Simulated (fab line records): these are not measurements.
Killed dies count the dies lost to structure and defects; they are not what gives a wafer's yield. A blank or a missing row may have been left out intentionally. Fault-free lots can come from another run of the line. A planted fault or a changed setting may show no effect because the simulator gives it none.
Lot-split experiment    flow rit_cmos    on a route of 202 steps: 5 lots, 23 wafers read

THE SPLIT ITSELF
At RIT_PLDD_IMPLANT_08, the setting energy_kev was moved away from the recipe's 20 on 7 of the 23 wafers read, by -4.8% to -2.8%. This setting was run at the recipe's value on the other wafers.

FROM THE SPLIT TO THE READING: what the file shows between them, 14 steps
- RIT_SPACER_CVD_03: deposits Si3N4 from SiH2Cl2/NH3, target thk 250 nm, time 3300 s (also split here: temp_c)
- RIT_SPACER_THK_MEAS_04
- RIT_SPACER_ETCHBACK_05: etches Si3N4 in SF6/CHF3, stops on SiO2, target depth 250 nm, time 240 s
- RIT_NSD_DEVELOP_05: develop time 50 s (also split here: dev_temp_c)
- RIT_NSD_HARDBAKE_07: time 60 s
- RIT_NSD_IMPLANT_08
- RIT_NSD_STRIP_09: strips in O2, time 180 s
- RIT_PSD_SOFTBAKE_02: time 60 s (also split here: temp_c)
- RIT_PSD_EXPOSE_03: exposes mask M10, target cd 40900 nm
- RIT_PSD_PEB_04
- RIT_PSD_DEVELOP_05: develop time 50 s
- RIT_SDANNEAL_CLEAN_00: cleans in SC1, time 600 s (also split here: temp_c)
- RIT_SDANNEAL_CLEAN_01: cleans in dHF, time 30 s
- RIT_SDANNEAL_CLEAN_02: cleans in SC2, time 600 s

THE READING
PLDD_RS (ohm/sq), read at RIT_SDANNEAL_RS_MEAS_06 with a four-point probe. A value of 178.6 ohm/sq with a standard deviation of 0.42 ohm/sq is what fault-free wafers of this fab line usually give.

wafer   tool, chamber at the split  energy_kev as run  against the recipe  PLDD_RS, ohm/sq  against lot-mates on the recipe
L075.1  implanter-01, 0             20                 recipe              178.1            -
L075.3  implanter-01, 0             20                 recipe              178.7            -
L075.5  implanter-01, 0             20                 recipe              178.2            -
L076.2  implanter-04, 0             20                 recipe              178.4            -
L076.3  implanter-04, 0             20                 recipe              179.3            -
L076.4  implanter-04, 0             20                 recipe              178.5            -
L076.5  implanter-04, 0             20                 recipe              178.9            -
L076.6  implanter-04, 0             20                 recipe              178.9            -
L079.1  implanter-04, 0             20                 recipe              177.7            -
L079.2  implanter-04, 0             19.44              -2.8%               179.9            +1.9
L079.4  implanter-04, 0             20                 recipe              178.3            -
L079.5  implanter-04, 0             20                 recipe              177.9            -
L079.6  implanter-04, 0             19.44              -2.8%               179.6            +1.6
L083.1  implanter-04, 0             20                 recipe              178.2            -
L083.2  implanter-04, 0             20                 recipe              178.6            -
L083.3  implanter-04, 0             19.03              -4.8%               181.8            +3.3
L083.4  implanter-04, 0             19.03              -4.8%               181.9            +3.4
L083.5  implanter-04, 0             20                 recipe              178.6            -
L085.1  implanter-04, 0             19.3               -3.5%               180.8            +2.2
L085.2  implanter-04, 0             20                 recipe              178.4            -
L085.4  implanter-04, 0             19.3               -3.5%               181.0            +2.4
L085.5  implanter-04, 0             19.3               -3.5%               180.8            +2.2
L085.6  implanter-04, 0             20                 recipe              178.8            -

THE FIT
A straight line over all 23 wafers: PLDD_RS changes by -0.661 ohm/sq for each +1% of energy_kev; r = -0.95; the points scatter about the line by 0.4 ohm/sq.
The same after taking each lot's own level away (the mean of its wafers on the recipe; 23 wafers): -0.672 ohm/sq for each +1%; r = -0.98; scatter 0.24 ohm/sq.
That fit puts the effect of the largest move of energy_kev on the reading at 3.3 ohm/sq.
Across the lots, their own levels run from 177.97 to 178.80 ohm/sq, a range of 2.0 times the standard deviation given above.
Hence the lot-to-lot level has little effect on the slope; both slopes agree.
Check: with one of the wafers moved furthest among these (-4.8%) left out of the fit, the line predicts +3.22 ohm/sq for it against its lot-mates. Against them it came out at +3.33 ohm/sq.

OTHER SPLITS APPLIED TO THESE WAFERS
Other splits were also applied to these wafers ahead of the reading. Each is held against what the fit with the lots' levels taken away leaves over:
other split on the same wafers   wafers away from the commonest value  r with PLDD_RS (lot level and that fit taken away)
RIT_PRETRO_SOFTBAKE_02 temp_c    11                                    -0.19
RIT_GATE_OXIDATION_05 ox_time_s  10                                    +0.06
RIT_GATE_CVD_08 sih4_flow_sccm   5                                     +0.07
RIT_GATE_ETCH_19 time_s          7                                     -0.08
RIT_SPACER_CVD_03 temp_c         10                                    -0.07
RIT_NSD_DEVELOP_05 dev_temp_c    11                                    -0.05
RIT_PSD_SOFTBAKE_02 temp_c       10                                    +0.06
RIT_SDANNEAL_CLEAN_00 temp_c     15                                    +0.06

THE WHOLE CHAIN: every reading that the file lists as answering this split, in the file's order
step                     what it does                  reading                                                          change (the file's fit)                 r (the file's)
RIT_PLDD_IMPLANT_08                                    implant.rp_nm (the simulator's own value, which no gauge read)   +0.138 nm for each +1% of the setting   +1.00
RIT_PLDD_IMPLANT_08                                    implant.drp_nm (the simulator's own value, which no gauge read)  +0.0689 nm for each +1% of the setting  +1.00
RIT_SDANNEAL_RS_MEAS_06  measures by four-point-probe  PLDD_RS                                                          -0.672 for each +1% of the setting      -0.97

THE FILE'S OWN FIT
PLDD_RS changes by -0.672 ohm/sq for each +1% of energy_kev, r = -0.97.
